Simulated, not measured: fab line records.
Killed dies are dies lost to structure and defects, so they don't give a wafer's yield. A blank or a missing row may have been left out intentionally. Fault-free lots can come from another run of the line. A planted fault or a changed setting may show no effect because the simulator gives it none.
Chamber matching || flow ritCmos || RIT_GATE_ETCH_19 on rieSi-01 has 4 sister chambers
The step etches poly-Si in SF6/CHF3/O2, stops on SiO2, time 165 s, target depth 312.5 nm. 8 wafers are shown with their chamber, then 7 later ones without.

## WAFERS PAIRED WITH THEIR CHAMBERS
{"wafer": "L990.6", "chamber": 1, "drypumpMotorCurrentA (A)": 6.4, "throttleValvePct (%)": 10.31}
{"wafer": "L996.4", "chamber": 2, "drypumpMotorCurrentA (A)": 6.1, "throttleValvePct (%)": 10.35}
{"wafer": "L996.5", "chamber": 2, "drypumpMotorCurrentA (A)": 6.1, "throttleValvePct (%)": 10.36}
{"wafer": "L998.1", "chamber": 1, "drypumpMotorCurrentA (A)": 6.5, "throttleValvePct (%)": 10.31}
{"wafer": "L998.5", "chamber": 3, "drypumpMotorCurrentA (A)": 5.4, "throttleValvePct (%)": 10.22}
{"wafer": "L998.6", "chamber": 0, "drypumpMotorCurrentA (A)": 5.3, "throttleValvePct (%)": 10.16}
{"wafer": "L100.1", "chamber": 3, "drypumpMotorCurrentA (A)": 5.4, "throttleValvePct (%)": 10.24}
{"wafer": "L100.5", "chamber": 0, "drypumpMotorCurrentA (A)": 5.3, "throttleValvePct (%)": 10.17}

## WAFERS WITHOUT THEIR CHAMBER
{"wafer": "L100.6", "drypumpMotorCurrentA (A)": 5.4, "throttleValvePct (%)": 10.21}
{"wafer": "L104.2", "drypumpMotorCurrentA (A)": 6.1, "throttleValvePct (%)": 10.37}
{"wafer": "L104.3", "drypumpMotorCurrentA (A)": 5.3, "throttleValvePct (%)": 10.15}
{"wafer": "L104.5", "drypumpMotorCurrentA (A)": 5.4, "throttleValvePct (%)": 10.23}
{"wafer": "L112.1", "drypumpMotorCurrentA (A)": 5.3, "throttleValvePct (%)": 10.17}
{"wafer": "L112.2", "drypumpMotorCurrentA (A)": 6.1, "throttleValvePct (%)": 10.36}
{"wafer": "L112.4", "drypumpMotorCurrentA (A)": 6.4, "throttleValvePct (%)": 10.33}

## EACH ONE'S CHAMBER
{"wafer": "L100.6", "from the rows above": 3, "in truth": 3}
{"wafer": "L104.2", "from the rows above": 2, "in truth": 2}
{"wafer": "L104.3", "from the rows above": 0, "in truth": 0}
{"wafer": "L104.5", "from the rows above": 3, "in truth": 3}
{"wafer": "L112.1", "from the rows above": 0, "in truth": 0}
{"wafer": "L112.2", "from the rows above": 2, "in truth": 2}
{"wafer": "L112.4", "from the rows above": 1, "in truth": 1}
Placed correctly: 7 of 7. Not placeable from these rows: 0. Placed wrongly: 0.
How it was worked out, from the rows above alone: a wafer's distance from a chamber is the root of the sum, over the readings, of the square of ((its reading less the chamber's mean) divided by the reading's scatter). If the next closest chamber is less than 2 further off than the closest, the wafer can't be placed; otherwise it belongs to the closest. The mean given for a chamber averages the wafers shown for that chamber. The scatter: take each reading less its chamber's mean, square it, sum over the shown wafers, divide by the number of wafers less the number of chambers, and take the root.
